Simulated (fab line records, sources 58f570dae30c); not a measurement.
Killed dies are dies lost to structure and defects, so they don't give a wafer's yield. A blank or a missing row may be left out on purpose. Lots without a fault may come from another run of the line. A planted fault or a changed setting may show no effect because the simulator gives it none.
A struck lot beside a sound one | flow berkeley_cmos170 | 15 steps out of a route of 331
Sound: wafers L571.1, L571.3, L571.4. Struck: wafers L575.2, L575.4. (L575.1 of the same lot was not struck and is left out.) The cause comes at the end.
At each step with rows: each side's tool, then ch and its chambers, then its first start. Under that, the readings that differ: sound wafers | struck wafers | difference of the means | sigmas: that difference in standard deviations of wafers without a fault.
alike: readings whose means differ by less than 2 such deviations, and words and numbers that are the same on both sides. not compared: withheld readings, readings that some wafer has no value for, bounds like >300 that may hide the same value, and numbers for which the record gives no deviation and whose values overlap.
The two part at a step that has a row with sigmas, a row that says differs or no value, or rows on one side only. Numbers that don't overlap but have no deviation are shown without sigmas and don't part them. A reading that every wafer of one side lacks parts them only if that side has two wafers or more.

first, 6 steps without rows for these wafers: UCB170_M2_COAT_09; UCB170_M2_COAT_10 (resist thk 900 nm); UCB170_M2_SOFTBAKE_11 (time 60 s); UCB170_M2_EXPOSE_12 (exposes mask METAL2, target cd 700 nm); UCB170_M2_PEB_13; UCB170_M2_DEVELOP_14 (develop time 45 s).
UCB170_M2_CD_MEAS_15: target cd 700 nm.
  sound on cd_sem-01, day 8 17:55; struck on cd_sem-01, day 8 21:51
  alike: cd_nm
UCB170_M2_OVL_MEAS_16:
  sound on overlay-01, day 8 18:02; struck on overlay-01, day 8 21:58
  alike: M2_OVL
UCB170_M2_ETCH_17: etches BARC in N2/H2.
  sound on rie_diel-01 ch 0,1,2, day 8 18:05; struck on rie_diel-01 ch 2,3, day 8 22:00
  alike: chamber_pressure_mTorr, drypump_motor_current_A, oes_product_au, throttle_valve_pct
UCB170_M2_METAL_ETCH_18: etches Al in Cl2/BCl3, stops on SiO2, target depth 1170 nm, time 195 s.
  sound on rie_metal-02 ch 0,1, day 8 18:07; struck on rie_metal-02 ch 0,1, day 8 22:03
  alike: chamber_pressure_mTorr, drypump_motor_current_A, oes_product_au, throttle_valve_pct
  not compared: rf_hours_counter_h
UCB170_M2_STRIP_19: strips in O2.
  sound on plasma_asher-03 ch 0,1, day 8 18:19; struck on plasma_asher-04 ch 1, day 8 22:14
  alike: chamber_pressure_mTorr, drypump_motor_current_A, oes_product_au
  not compared: rf_hours_counter_h
UCB170_M2_CD_MEAS_90: target cd 700 nm.
  sound on cd_sem-01, day 8 18:31; struck on cd_sem-01, day 8 22:27
  alike: cd_nm
UCB170_V2_CVD_00: deposits SiO2 from TEOS/O2, target thk 2000 nm, time 250 s.
  sound on pecvd-04 ch 0,1,2, day 8 18:38; struck on pecvd-04 ch 2, day 8 22:34
  reading                             | sound          | struck    | difference | sigmas
  model.SiO2_of_V2_CVD_00.thk_nm (nm) | 1973 1950 1975 | 2144 2168 | +190       |
  alike: heater_power_w, pressure_mtorr, susceptor_temp_C
UCB170_V2_THK_MEAS_01:
  sound on film_metro-03, day 8 18:48; struck on film_metro-01, day 8 22:43
  reading          | sound          | struck    | difference | sigmas
  V2_TEOS_THK (nm) | 1974 1951 1974 | 2143 2166 | +188       | +7
UCB170_V2_CMP_02: polishes SiO2.
  sound on cmp-02 ch 1,2,3, day 8 18:52; struck on cmp-01 ch 0,1, day 8 22:47
  alike: motor_current_A

WHERE THEY PART
Only at UCB170_V2_THK_MEAS_01, within this record. Later steps at which nothing parts them and some readings are alike: UCB170_V2_CMP_02.

WHY: what the simulator had put in
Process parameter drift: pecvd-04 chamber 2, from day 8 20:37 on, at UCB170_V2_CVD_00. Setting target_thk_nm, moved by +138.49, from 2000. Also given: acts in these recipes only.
